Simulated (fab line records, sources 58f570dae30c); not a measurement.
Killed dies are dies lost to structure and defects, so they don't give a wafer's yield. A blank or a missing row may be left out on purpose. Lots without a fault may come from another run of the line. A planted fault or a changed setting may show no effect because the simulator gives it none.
Problem report in the 8D (eight disciplines) form, filled by code | flow berkeley_cmos170 | the parts of the form that need people (team, actions taken, sign-off) are left out

1. THE PROBLEM
run_length_s at UCB170_NSD_SOFTBAKE_02 reads a mean of 90.8 s on 6 wafers of 2 lots; wafers without a fault read 89.1 s with a standard deviation of 0.31. That is +5.6 standard deviations from the usual mean.
The step: time 60 s.
First seen on wafer L546.3, day 10 09:57, on litho_track-04. The record holds 42 wafers of 14 lots with a number at this step. Rule for "out", or "out of limits": more than 4 standard deviations from the usual mean. The other wafers with a number count as sound.

2. WHAT IT IS AND WHAT IT IS NOT
question                    | is                     | is not
which readings at this step | run_length_s           | plate_temp_C
which lots                  | L546, L549             | L528, L529, L530, L532, L534, L535, L536, L537, L539, L541, L545, L550
which wafers of those lots  | all that have a number | -
read on which tools         | litho_track-04         | litho_track-02, litho_track-03
when                        | from day 10 09:57      | up to then (33 sound wafers); but 3 sound wafers of L550 came after

3. SUSPECTS, AND WHAT RULES EACH OUT
Counting: a tool at a process step up to the reading stays a suspect if it ran every lot that is out and no sound lot after the first of them.
- litho_track-04 at UCB170_NSD_SOFTBAKE_02 (time 60 s): kept. It ran every lot that is out, first L546 (day 10 09:57), and no sound lot after that; its last sound lot up to then is L535 (day 7 14:07). Its own readings are out on those wafers: run_length_s.
Left after counting: litho_track-04 at UCB170_NSD_SOFTBAKE_02.

4. THE CAUSE (what the simulator had put in)
Process parameter drift: litho_track-04, from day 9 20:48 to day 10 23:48, at UCB170_NSD_SOFTBAKE_02. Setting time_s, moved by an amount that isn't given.
Counting left only this tool.

5. THE CHAIN OF EFFECTS, in route order
Each row: a reading whose mean over the struck wafers that have a number lies more than 3 standard deviations from the usual. Only readings for which the record gives a usual standard deviation are gone through. hours: the time from each lot's start at the first step in this table that gives one to its start at this step, as a median over the lots. sigmas: the change in usual standard deviations.
hours | step                   | reading      | usual  | on struck wafers | change | sigmas
0     | UCB170_NSD_SOFTBAKE_02 | run_length_s | 89.1 s | 90.8             | +1.8   | +5.6
The process steps in it:
- UCB170_NSD_SOFTBAKE_02: time 60 s.

6. WHAT WOULD HAVE CAUGHT IT SOONER
In this record the first reading out of limits was taken at day 10 09:57, 13 hours after the fault began at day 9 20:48.
